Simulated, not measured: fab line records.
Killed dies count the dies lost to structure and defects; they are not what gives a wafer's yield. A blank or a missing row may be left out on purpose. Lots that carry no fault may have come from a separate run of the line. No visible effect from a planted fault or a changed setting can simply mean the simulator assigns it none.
2 desks looking at one fault ; flow berkeley-cmos170 ; numbers are kept per desk, each desk with only its own; the story behind them comes last

== AT THE METROLOGY DESK ==
What the gauges read for every lot (on any tool): the sampled wafers with a number, averaged. Any lot whose mean is over 4 standard deviations away from the usual mean is out of limits and marked OUT; that distance is given in the brackets.
Columns: A = PSD_TW at UCB170_PSD_TW_MEAS_10, usual 2338; B = PSD_RS at UCB170_SDANNEAL_RS_MEAS_02, usual 75.57 ohm/sq; C = CONTACT_OVL at UCB170_CONTACT_OVL_MEAS_16, usual 1 nm; D = V2_POLISHED_THK at UCB170_V2_THK_MEAS_04, usual 999.9 nm
lot;first seen here;A;B;C;D
L465;day 6 17:54;2357;75.90;6;1000.2
L466;day 6 18:01;2328;75.53;-3;998.8
L464;day 6 18:08;2348;75.55;-2;999.8
L471;day 8 05:07;2330;75.64;-1;999.3
L472;day 8 05:33;2348;75.75;1;999.3
L470;day 8 05:50;2328;75.45;3;999.3
L473;day 8 08:08;2328;75.52;-6;1000.3
L474;day 8 08:34;2334;75.64;0;999.5
L475;day 8 18:58;2326;75.41;7;1001.2
L476;day 8 19:05;2356;75.81;3;999.7
L477;day 9 17:14;2318;75.84;9;1000.1
L480;day 10 01:04;1995 (-21) OUT;106.32 (+99 or more) OUT;-;-
L482;day 10 15:58;2019 (-20) OUT;105.81 (+99 or more) OUT;-;-
L484;day 10 16:24;1992 (-22) OUT;105.90 (+99 or more) OUT;-;-
L487;day 11 15:10;2341;75.60;-3;999.7
This desk reports L480, L482, L484 out of limits; the earliest was L480 at day 10 01:04 (PSD_TW at UCB170_PSD_TW_MEAS_10). L465, L466, L464, L471, L472, L470, L473, L474, L475, L476, L477, L487: within limits.

== AT THE TOOL OWNER'S DESK: implanter-01 ==
The tool's own readings at UCB170_PSD_IMPLANT_08, given as means over the sampled wafers that have a number, one for each lot that went through this tool. Any lot whose mean is over 4 standard deviations away from the usual mean is out of limits and marked OUT; that distance is given in the brackets.
Columns: A = dose-ions-cm2 at UCB170_PSD_IMPLANT_08, usual 3.001e+15; B = end-station-pressure-torr at UCB170_PSD_IMPLANT_08, usual 1.26e-05 Torr; C = faraday-current-uA at UCB170_PSD_IMPLANT_08, usual 9264; D = tilt-deg at UCB170_PSD_IMPLANT_08, usual 7.002 degrees
lot;first seen here;A;B;C;D
L465;day 6 17:40;3.004e+15;1.24e-05;9096;6.972
L472;day 8 05:18;2.999e+15;1.24e-05;9189;7.008
L470;day 8 05:36;3.002e+15;1.22e-05;9201;7.012
L473;day 8 07:56;2.998e+15;1.31e-05;9350;6.985
L475;day 8 18:41;3.000e+15;1.25e-05;9117;6.998
L477;day 9 17:01;3.005e+15;1.25e-05;9301;7.008
L480;day 10 00:49;1.831e+15 (-99 or more) OUT;9.83e-06 (-4.3) OUT;5727 (-17) OUT;6.990
L482;day 10 15:44;1.836e+15 (-99 or more) OUT;9.57e-06 (-4.7) OUT;5818 (-16) OUT;6.998
L484;day 10 16:09;1.835e+15 (-99 or more) OUT;9.83e-06 (-4.3) OUT;5711 (-17) OUT;7.020
This desk finds L480, L482, L484 out of limits, L480 being first, at day 10 00:49 (dose-ions-cm2 at UCB170_PSD_IMPLANT_08). L465, L472, L470, L473, L475, L477: within limits.

== TAKEN TOGETHER ==
An alarm could have come from the tool owner's desk at day 10 00:49, on L480, L482, L484.
L480, L482, L484 would have let the metrology desk raise an alarm at day 10 01:04.
All the named lots went through UCB170_PSD_IMPLANT_08 on implanter-01.

== WHAT WAS PUT IN BY THE SIMULATOR ==
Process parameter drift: implanter-01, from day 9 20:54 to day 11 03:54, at UCB170_PSD_IMPLANT_08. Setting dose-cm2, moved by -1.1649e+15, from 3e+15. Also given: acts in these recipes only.
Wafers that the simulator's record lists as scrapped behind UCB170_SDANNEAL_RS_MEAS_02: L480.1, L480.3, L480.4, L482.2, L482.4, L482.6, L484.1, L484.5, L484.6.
Shown lots that were struck: L480, L482, L484.
Hours from the fault's start to each desk's first reading out of limits: the tool owner's desk, 4; the metrology desk, 4.
